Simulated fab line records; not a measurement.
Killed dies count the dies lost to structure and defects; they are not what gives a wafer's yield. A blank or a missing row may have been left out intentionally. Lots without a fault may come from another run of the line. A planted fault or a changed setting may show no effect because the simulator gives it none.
Struck lot and sound lot, side by side ; flow rit_cmos ; 20 out of 202 route steps
Sound: these wafers, L665.2, L665.3, L665.6. Wafers struck: L673.1, L673.2, L673.5. The cause is named last.
At each step with rows: each side's tool, then ch and its chambers, then its first start. Under that, the readings that differ: sound wafers ; struck wafers ; difference of the means ; sigmas: that difference in standard deviations of wafers without a fault.
alike: same words and numbers on both sides, and readings whose means sit less than 2 such deviations apart. not compared: any withheld reading, any reading some wafer has no value for, any bound like >300 that may hide the same value, and any number with overlapping values for which the record gives no deviation.
A row with sigmas, a row that says differs or no value, or rows on one side alone: a step with any of these is where the two part. When numbers do not overlap yet have no deviation, they are printed without sigmas and do not part them. A reading missing from all wafers of one side parts the sides only when that side holds two or more wafers.

first, 3 steps without rows for these wafers: RIT_GATE_CLEAN_02 (cleans in dHF, time 30 s); RIT_GATE_CLEAN_03 (cleans in SC2, time 600 s); RIT_GATE_CLEAN_04 (cleans in dHF, time 60 s).
RIT_FOX2_THK_MEAS_91:
  sound on film_metro-03 at day 2 08:33; struck on film_metro-02 at day 4 01:37
  alike: FIELD_OXIDE_LEFT_2_THK
then, 2 steps without rows for these wafers: RIT_GATE_OXIDATION_05 (target thk 3 nm, ox time 270 s); RIT_GATE_ANNEAL_06 (time 600 s).
RIT_GATE_THK_MEAS_07:
  sound on film_metro-04 at day 2 09:58; struck on film_metro-02 at day 4 03:00
  alike: GATE_OXIDE_THK
then, 1 step without rows for these wafers: RIT_GATE_CVD_08 (deposits poly-Si from SiH4, target thk 250 nm, time 2220 s).
RIT_GATE_THK_MEAS_09:
  sound on film_metro-02 at day 2 12:26; struck on film_metro-04 at day 4 04:41
  alike: GATE_POLY_THK
then, 3 steps without rows for these wafers: RIT_GATE_HMDS_10 (prime time 60 s); RIT_GATE_COAT_11 (resist thk 850 nm); RIT_GATE_SOFTBAKE_12 (time 60 s).
RIT_GATE_EXPOSE_13: exposes mask M6, target cd 150 nm.
  sound on iline_stepper-01 ch 0, day 2 12:58; struck on iline_stepper-01 ch 0, day 4 05:22
reading;sound;struck;difference;sigmas
exposure_dose_mJ_cm2;379.4 379.3 380.2;253.3 252.5 252.5;-126.9;-99 or more
  alike: mask
then, 2 steps without rows for these wafers: RIT_GATE_PEB_14; RIT_GATE_DEVELOP_15 (develop time 50 s).
RIT_GATE_CD_MEAS_16: the cd target is 150 nm.
  sound on cd_sem-01 at day 2 13:22; struck on cd_sem-01 at day 4 05:55
reading;sound;struck;difference;sigmas
cd_nm (nm);147.7 144.8 145.4;360.4 356.7 359.8;+213.0;+97
RIT_GATE_OVL_MEAS_17:
  sound on overlay-02 at day 2 13:28; struck on overlay-01 at day 4 06:02
  alike: GATE_OVL
then, 1 step without rows for these wafers: RIT_GATE_HARDBAKE_18 (time 60 s).
RIT_GATE_ETCH_19: etches poly-Si in SF6/CHF3/O2, stops on SiO2, time 165 s, target depth 312.5 nm.
  sound on rie_si-01 ch 0,2,3, day 2 13:39; struck on rie_si-01 ch 0,1, day 4 06:13
reading;sound;struck;difference;sigmas
model.GATE.cd_nm (nm);148 144.8 145.4;359.9 356.8 359.7;+212.7;
  alike: CHF3_flow_sccm, chamber_pressure_mTorr, drypump_motor_current_A, oes_product_au, throttle_valve_pct
  not compared: rf_hours_counter_h
RIT_GATE_STRIP_20: strips in O2, time 180 s.
  sound on plasma_asher-03 ch 0,1, day 2 13:46; struck on plasma_asher-02 ch 0,1, day 4 06:19
  alike: chamber_pressure_mTorr, drypump_motor_current_A
  not compared: rf_hours_counter_h

== WHERE THEY PART ==
First at RIT_GATE_EXPOSE_13; last, within this record, at RIT_GATE_CD_MEAS_16. Later steps at which nothing parts them and some readings are alike: RIT_GATE_OVL_MEAS_17, RIT_GATE_ETCH_19, RIT_GATE_STRIP_20.

WHY: the cause the simulator had injected
Process parameters drifting: iline_stepper-01 at RIT_GATE_EXPOSE_13, beginning at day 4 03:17. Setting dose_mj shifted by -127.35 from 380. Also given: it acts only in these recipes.
